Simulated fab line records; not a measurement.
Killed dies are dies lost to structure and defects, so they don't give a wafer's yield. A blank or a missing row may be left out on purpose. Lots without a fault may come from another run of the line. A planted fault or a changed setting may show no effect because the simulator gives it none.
One fault through the eyes of 2 desks :: flow berkeleyCmos170 :: only its own numbers are on each desk; what lay behind them is given at the end

== THE METROLOGY DESK ==
Means of the sampled wafers that have a number, per lot and without regard to the tool the lot ran on: this is what the gauges read. A lot is out of limits, marked OUT, if its mean lies more than 4 standard deviations from the usual mean; the brackets give that distance.
Columns: A = V1_TEOS_THK at UCB170_V1_THK_MEAS_01, usual 2015 nm; B = V2_BOW at UCB170_V2_BOW_MEAS_03, usual 36 um
lot: L463
first seen here: day 8 08:51
A: 2026
B: 35

lot: L464
first seen here: day 8 21:59
A: 2025
B: 28

lot: L465
first seen here: day 8 23:19
A: 2000
B: 33

lot: L466
first seen here: day 8 23:20
A: 2068
B: 37

lot: L467
first seen here: day 9 15:33
A: 1989
B: 34

lot: L470
first seen here: day 9 18:13
A: 2033
B: 45

lot: L472
first seen here: day 10 15:02
A: 2009
B: 32

lot: L475
first seen here: day 10 16:22
A: 1981
B: 32

lot: L474
first seen here: day 10 17:43
A: 2030
B: 37

lot: L481
first seen here: day 12 01:36
A: 1993
B: 29

lot: L483
first seen here: day 13 06:07
A: 2031
B: 43

lot: L484
first seen here: day 13 06:07
A: 1968
B: 43

lot: L486
first seen here: day 13 06:16
A: 2021
B: 32

lot: L485
first seen here: day 13 06:17
A: 2017
B: 37
This desk's verdict: no lot among the 14 shows anything out of limits.

== DESK OF THE TOOL OWNER: lithoTrack-01 ==
The tool's own readings at UCB170_M3_SOFTBAKE_11 (time 60 s): means of the sampled wafers that have a number, for each lot that ran on this tool. A lot is out of limits, marked OUT, if its mean lies more than 4 standard deviations from the usual mean; the brackets give that distance.
Columns: A = heaterPowerTotalW at UCB170_M3_SOFTBAKE_11, usual 56.80 W; B = runLengthS at UCB170_M3_SOFTBAKE_11, usual 89.13 s
lot: L464
first seen here: day 9 11:00
A: 56.82
B: 89.33

lot: L465
first seen here: day 9 13:00
A: 56.76
B: 89.31

lot: L475
first seen here: day 11 05:00
A: 59.22 (+55) OUT
B: 81.36 (-49) OUT

lot: L474
first seen here: day 11 06:00
A: 59.23 (+55) OUT
B: 81.36 (-49) OUT

lot: L486
first seen here: day 13 19:00
A: 56.78
B: 89.32
This desk's verdict: out of limits on L474, L475, starting with L475 at day 11 05:00 (heaterPowerTotalW at UCB170_M3_SOFTBAKE_11). L464, L465, L486 stayed within limits.

== TAKEN TOGETHER ==
At day 11 05:00, on L474, L475, the tool owner's desk was in a position to raise an alarm.
At the metrology desk, nothing out of limits was observed.
The metrology desk has L474, L475 on record, within its limits.
Of the lots named, all ran UCB170_M3_SOFTBAKE_11 on lithoTrack-01.

== WHAT THE SIMULATOR HAD PUT IN ==
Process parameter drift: lithoTrack-01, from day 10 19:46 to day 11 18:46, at UCB170_M3_SOFTBAKE_11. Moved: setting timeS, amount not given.
Shown lots that were struck: L474, L475.
Time in hours from fault onset to the first out-of-limits reading at each desk: the tool owner's desk, 9.
